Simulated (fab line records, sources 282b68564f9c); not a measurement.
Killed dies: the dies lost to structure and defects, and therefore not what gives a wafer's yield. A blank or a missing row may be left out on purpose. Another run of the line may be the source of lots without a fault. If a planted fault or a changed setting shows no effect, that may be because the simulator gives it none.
The tool behind it: which one? | flow rit_cmos | 14 lots, 42 wafers sampled, at 5 steps of a route of 202

== WHAT EACH GAUGE READ, for each wafer ==
RIT_FOX2_THK_MEAS_90. Usual: for FIELD_OXIDE_LEFT_1_THK the level is 324 nm and the standard deviation is 6.3.
lot  | measured    | on            | FIELD_OXIDE_LEFT_1_THK (nm) | flag
L558 | day 1 21:01 | film_metro-04 | 329 327 322                 |
L559 | day 2 01:51 | film_metro-04 | 329 325 330                 |
L560 | day 2 07:09 | film_metro-02 | 323 326 324                 |
L561 | day 2 13:17 | film_metro-04 | 325 321 317                 |
L562 | day 2 19:43 | film_metro-04 | 322 326 321                 |
L565 | day 3 08:47 | film_metro-03 | 329 326 328                 |
L566 | day 3 14:25 | film_metro-03 | 332 323 326                 |
L571 | day 4 13:28 | film_metro-03 | 319 320 324                 |
L574 | day 5 03:45 | film_metro-02 | 330 327 335                 |
L577 | day 5 21:28 | film_metro-04 | 326 328 329                 |
L578 | day 6 02:20 | film_metro-04 | 326 340 329                 |
L579 | day 6 05:16 | film_metro-04 | 321 323 323                 |
L580 | day 6 11:12 | film_metro-03 | 319 319 321                 |
L581 | day 6 16:20 | film_metro-02 | 327 331 329                 |

RIT_FOX2_THK_MEAS_91. Usual: for FIELD_OXIDE_LEFT_2_THK the level is 256 nm and the standard deviation is 6.3.
lot  | measured    | on            | FIELD_OXIDE_LEFT_2_THK (nm) | flag
L558 | day 2 09:22 | film_metro-04 | 260 258 254                 |
L559 | day 2 14:14 | film_metro-04 | 261 258 263                 |
L560 | day 2 21:26 | film_metro-03 | 254 258 256                 |
L561 | day 3 03:47 | film_metro-03 | 258 254 249                 |
L562 | day 3 09:47 | film_metro-03 | 253 256 252                 |
L565 | day 3 22:31 | film_metro-02 | 260 258 259                 |
L566 | day 4 02:52 | film_metro-04 | 264 254 258                 |
L571 | day 5 02:01 | film_metro-04 | 251 252 256                 |
L574 | day 5 16:29 | film_metro-04 | 262 259 266                 |
L577 | day 6 10:22 | film_metro-03 | 257 259 260                 |
L578 | day 6 15:38 | film_metro-03 | 258 271 260                 |
L579 | day 6 17:40 | film_metro-04 | 254 255 255                 |
L580 | day 6 23:33 | film_metro-03 | 253 252 254                 |
L581 | day 7 05:37 | film_metro-04 | 260 263 261                 |

RIT_SPACER_THK_MEAS_04. Usual: for SPACER_NITRIDE_THK the level is 249.5 nm and the standard deviation is 3.
lot  | measured    | on            | SPACER_NITRIDE_THK (nm) | flag
L558 | day 3 03:14 | film_metro-01 | 251.0 252.3 251.9       |
L559 | day 3 10:19 | film_metro-04 | 252.3 250.7 251.5       |
L560 | day 3 14:33 | film_metro-04 | 246.7 250.4 249.5       |
L561 | day 3 19:52 | film_metro-03 | 249.4 249.3 250.1       |
L562 | day 4 03:05 | film_metro-03 | 322.7 324.5 325.8       | OFF
L565 | day 4 14:34 | film_metro-04 | 252.0 251.9 250.3       |
L566 | day 4 18:48 | film_metro-03 | 323.2 321.6 321.0       | OFF
L571 | day 5 18:05 | film_metro-04 | 250.0 250.3 246.6       |
L574 | day 6 06:38 | film_metro-01 | 249.7 249.8 247.3       |
L577 | day 7 01:25 | film_metro-03 | 253.2 251.1 251.8       |
L578 | day 7 07:20 | film_metro-04 | 244.6 246.5 245.6       |
L579 | day 7 09:29 | film_metro-03 | 251.7 253.8 253.3       |
L580 | day 7 13:18 | film_metro-03 | 248.4 247.7 248.8       |
L581 | day 8 00:00 | film_metro-04 | 251.1 251.3 252.4       |

== EACH LOT AND THE TOOL THAT RAN IT (in order: tool; ch and the chambers of the sampled wafers; start) ==
lot  | RIT_GATE_ETCH_19                | RIT_SPACER_CVD_03
L558 | rie_si-02 ch 1,2, day 2 16:13   | lpcvd-02 ch 0, day 3 01:18
L559 | rie_si-01 ch 0,1,2, day 3 01:11 | lpcvd-02 ch 0, day 3 08:25
L560 | rie_si-02 ch 1,2,3, day 3 05:43 | lpcvd-02 ch 1, day 3 12:38
L561 | rie_si-01 ch 0,1, day 3 09:07   | lpcvd-02 ch 0, day 3 17:58
L562 | rie_si-02 ch 1,2, day 3 17:32   | lpcvd-02 ch 0, day 4 01:11
L565 | rie_si-01 ch 1,2,3, day 4 05:13 | lpcvd-01 ch 1, day 4 12:38
L566 | rie_si-02 ch 0,2,3, day 4 10:02 | lpcvd-02 ch 0, day 4 16:53
L571 | rie_si-01 ch 1,2,3, day 5 07:13 | lpcvd-01 ch 1, day 5 16:10
L574 | rie_si-02 ch 0,2, day 5 21:29   | lpcvd-01 ch 0, day 6 04:42
L577 | rie_si-01 ch 0,1,2, day 6 16:55 | lpcvd-02 ch 1, day 6 23:30
L578 | rie_si-02 ch 1,3, day 6 20:12   | lpcvd-01 ch 1, day 7 05:25
L579 | rie_si-01 ch 1,2,3, day 6 23:38 | lpcvd-02 ch 1, day 7 07:34
L580 | rie_si-02 ch 0,2,3, day 7 04:46 | lpcvd-01 ch 0, day 7 11:22
L581 | rie_si-01 ch 0,3, day 7 13:29   | lpcvd-02 ch 0, day 7 22:05
- RIT_GATE_ETCH_19: etches poly-Si in SF6/CHF3/O2, stops on SiO2, time 165 s, target depth 312.5 nm.
- RIT_SPACER_CVD_03: deposits Si3N4 from SiH2Cl2/NH3, target thk 250 nm, time 3300 s.

== WHAT THE TOOLS THEMSELVES READ (means of the sampled wafers that have a number; where no wafer has one, the mark that the record gives instead) ==
RIT_GATE_ETCH_19. Usual: drypump_motor_current_A 5.9 A, standard deviation 0.46; oes_product_au 0.851 a.u., standard deviation 0.015; throttle_valve_pct 10.24 %, standard deviation 0.077.
lot  | tool      | drypump_motor_current_A (A) | oes_product_au (a.u.) | throttle_valve_pct (%) | flag
L558 | rie_si-02 | 6.0                         | 0.866                 | 10.19                  |
L559 | rie_si-01 | 5.5                         | 0.837                 | 10.22                  |
L560 | rie_si-02 | 5.9                         | 0.864                 | 10.19                  |
L561 | rie_si-01 | 5.4                         | 0.862                 | 10.26                  |
L562 | rie_si-02 | 6.0                         | 0.863                 | 10.20                  |
L565 | rie_si-01 | 6.0                         | 0.843                 | 10.28                  |
L566 | rie_si-02 | 6.2                         | 0.859                 | 10.22                  |
L571 | rie_si-01 | 6.0                         | 0.838                 | 10.28                  |
L574 | rie_si-02 | 6.5                         | 0.850                 | 10.25                  |
L577 | rie_si-01 | 5.5                         | 0.848                 | 10.23                  |
L578 | rie_si-02 | 5.8                         | 0.870                 | 10.18                  |
L579 | rie_si-01 | 6.0                         | 0.836                 | 10.28                  |
L580 | rie_si-02 | 6.1                         | 0.852                 | 10.22                  |
L581 | rie_si-01 | 5.7                         | 0.851                 | 10.31                  |

RIT_SPACER_CVD_03. Usual: spike_tc_centre_C 812.4 C, standard deviation 1.2; spike_tc_load_C 837.2 C, standard deviation 1.6; spike_tc_source_C 831.1 C, standard deviation 2.1; susceptor_temp_C 810.1 C, standard deviation 0.33.
lot  | tool     | spike_tc_centre_C (C) | spike_tc_load_C (C) | spike_tc_source_C (C) | susceptor_temp_C (C) | flag
L558 | lpcvd-02 | 813.8                 | 835.5               | 833.4                 | 810.2                |
L559 | lpcvd-02 | 814.3                 | 835.9               | 832.7                 | 810.1                |
L560 | lpcvd-02 | 813.6                 | 840.2               | 831.6                 | 809.9                |
L561 | lpcvd-02 | 814.6                 | 835.7               | 833.4                 | 810.0                |
L562 | lpcvd-02 | 827.6                 | 851.7               | 848.3                 | 825.3                | OFF
L565 | lpcvd-01 | 811.5                 | 838.2               | 828.4                 | 810.3                |
L566 | lpcvd-02 | 828.6                 | 851.5               | 848.1                 | 825.4                | OFF
L571 | lpcvd-01 | 812.0                 | 838.4               | 826.5                 | 810.1                |
L574 | lpcvd-01 | 810.9                 | 837.0               | 830.9                 | 809.8                |
L577 | lpcvd-02 | 812.1                 | 839.3               | 830.0                 | 809.9                |
L578 | lpcvd-01 | 812.2                 | 837.5               | 827.3                 | 810.1                |
L579 | lpcvd-02 | 812.0                 | 839.2               | 831.9                 | 810.4                |
L580 | lpcvd-01 | 811.8                 | 836.7               | 830.6                 | 809.8                |
L581 | lpcvd-02 | 813.8                 | 836.3               | 834.4                 | 809.9                |

== THE ANSWER, worked out from the rows above alone ==
Rule: take the mean of a lot's wafers that have a number; if it is more than 3 standard deviations from the usual mean, the lot is off. Also off: a lot with no number at a reading for which 4 or more lots have one. Where the step has rows for the other lots, those lots are counted as sound. The gauges are gone through in route order, then the tools' own readings, and for those a lot's mean is taken as printed above. The first step at which some lot is off is used, and at that step the reading that is off furthest; a lot without a number counts as furthest.
Off: at RIT_SPACER_THK_MEAS_04 (SPACER_NITRIDE_THK), L562, L566.
A tool fits if, at a process step before that reading, it ran every lot that is off, and no sound lot after the first of them. Not tried: the gauges at RIT_SPACER_THK_MEAS_04; whatever is off there is also off at RIT_SPACER_CVD_03, on other tools, and gauge error can't account for it. No candidate that was tried fits.

== WHAT THE SIMULATOR PUT IN ==
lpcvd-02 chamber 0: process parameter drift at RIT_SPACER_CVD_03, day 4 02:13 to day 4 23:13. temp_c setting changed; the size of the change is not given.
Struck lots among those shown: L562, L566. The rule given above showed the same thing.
